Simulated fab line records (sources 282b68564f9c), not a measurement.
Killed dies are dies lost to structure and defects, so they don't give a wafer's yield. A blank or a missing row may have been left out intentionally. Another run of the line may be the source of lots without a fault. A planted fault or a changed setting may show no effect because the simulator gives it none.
A struck lot beside a sound one    flow rit_cmos    18 steps out of a route of 202
Sound: these wafers, L444.1, L444.4, L444.6. The struck wafers were L459.1, L459.4, L459.6. Last of all comes the cause.
At each step with rows: each side's tool, then ch and its chambers, then its first start. Under that, the readings that differ: sound wafers    struck wafers    difference of the means    sigmas: that difference in standard deviations of wafers without a fault.
alike: readings with means less than 2 such deviations apart, plus words and numbers identical on both sides. not compared: withheld readings, readings lacking a value on some wafer, bounds such as >300 that could conceal the same value, and numbers that have no deviation in the record and whose values overlap.
Wherever a step has rows on one side only, a row that says differs or no value, or a row with sigmas, the two part there. When numbers do not overlap yet have no deviation, they are printed without sigmas and do not part them. Lack of a reading on every wafer of one side parts them only where that side has two or more wafers.

RIT_M1_SPUTTER_00: material Al, target thk 400 nm, time 500 s.
  sound on pvd_sputter-02 at day 4 03:45; struck on pvd_sputter-02 at day 7 17:58
  alike: throttle_valve_pct
RIT_M1_RS_MEAS_01: a four-point-probe measurement.
  sound on film_metro-01 at day 4 04:03; struck on film_metro-01 at day 7 18:16
  alike: M1_AL_RS
RIT_M1_THK_MEAS_02: measures by xrf.
  sound on film_metro-01 at day 4 04:10; struck on film_metro-01 at day 7 18:23
  alike: M1_AL_THK
then, 6 steps without rows for these wafers: RIT_M1_HMDS_03 (prime time 60 s); RIT_M1_COAT_04 (resist thk 1300 nm); RIT_M1_SOFTBAKE_05 (time 60 s); RIT_M1_EXPOSE_06 (exposes mask M12, target cd 2600 nm); RIT_M1_PEB_07; RIT_M1_DEVELOP_08 (develop time 68 s).
RIT_M1_CD_MEAS_09 targets a cd of 2600 nm.
  sound on cd_sem-02 at day 4 05:10; struck on cd_sem-02 at day 7 19:26
  alike: cd_nm
RIT_M1_OVL_MEAS_10:
  sound on overlay-02 at day 4 05:17; struck on overlay-02 at day 7 19:34
  alike: M1_OVL
then, 1 step without rows for these wafers: RIT_M1_HARDBAKE_11 (time 120 s).
RIT_M1_METAL_ETCH_12: etches Al in Cl2/BCl3, stops on SiO2, time 165 s, target depth 600 nm.
  sound on rie_metal-04 ch 1, day 4 05:34; struck on rie_metal-04 ch 0, day 7 19:51
reading                                   sound              struck             difference  sigmas
drypump_motor_current_A (A)               5.90 5.92 5.89     5.32 5.32 5.32     -0.58       -3
oes_product_au (a.u.)                     0.785 0.782 0.786  1.021 1.017 1.014  +0.233      +21
run_length_s (s)                          193.2 193.0 192.9  151.2 151.1 151.2  -41.9       -99 or more
model.NOVOLAK_of_M1_COAT_04.thk_nm (nm)   819.2 821.2 820.3  884.3 883.1 881.2  +62.6       
model.M1.feature_depth_nm (nm)            431.1 432 431.7    421.9 419.7 424.4  -9.6        
model.SiO2_of_CONTACT_CVD_00.thk_nm (nm)  357.3 358.3 361.9  365.3 373.5 372.8  +11.4       
  alike: throttle_valve_pct
  not compared: rf_hours_counter_h
then, 1 step without rows for these wafers: RIT_M1_STRIP_13 (strips in nmp, time 600 s).
RIT_M1_STRIP_14: strips in O2, time 171.1 s.
  sound on plasma_asher-01 ch 0,1, day 4 05:55; struck on plasma_asher-03 ch 0,1, day 7 20:13
  alike: drypump_motor_current_A
  not compared: rf_hours_counter_h
RIT_M1_CD_MEAS_90 targets a cd of 2600 nm.
  sound on cd_sem-02 at day 4 06:05; struck on cd_sem-02 at day 7 20:24
reading     sound                 struck                difference  sigmas
cd_nm (nm)  2600.2 2596.8 2600.7  2604.3 2604.8 2605.5  +5.6        +2
then, 1 step without rows for these wafers: RIT_M1_ANNEAL_15 (time 1800 s).
RIT_M1_PROBE_99:
  sound on prober-02 at day 4 07:49; struck on prober-01 at day 7 22:08
reading                                         sound                        struck                         difference  sigmas
model.etest.m1_comb_over_steps.leak_log10_a_um  -12.79 -12.82 -12.79         -9.978 -10.61 -9.339           +2.824      
model.etest.antenna_m1.vt_shift_v (V)           -0.008272 -0.0125 -0.008627  -0.007684 -0.006303 -0.003406  +0.004002   
  alike: defect_limited_yield, killed_at_contacts, killed_at_front_end, killed_dies, killed_open, killed_short
  not compared: model.etest.tester.sort_n_pass, model.etest.tester.sort_yield_pct

WHERE THEY PART
First at RIT_M1_METAL_ETCH_12; last, within this record, at RIT_M1_CD_MEAS_90. Later steps at which nothing parts them and some readings are alike: RIT_M1_PROBE_99.

WHY: what had been put in by the simulator
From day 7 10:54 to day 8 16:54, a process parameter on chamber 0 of rie_metal-04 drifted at RIT_M1_METAL_ETCH_12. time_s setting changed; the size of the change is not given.
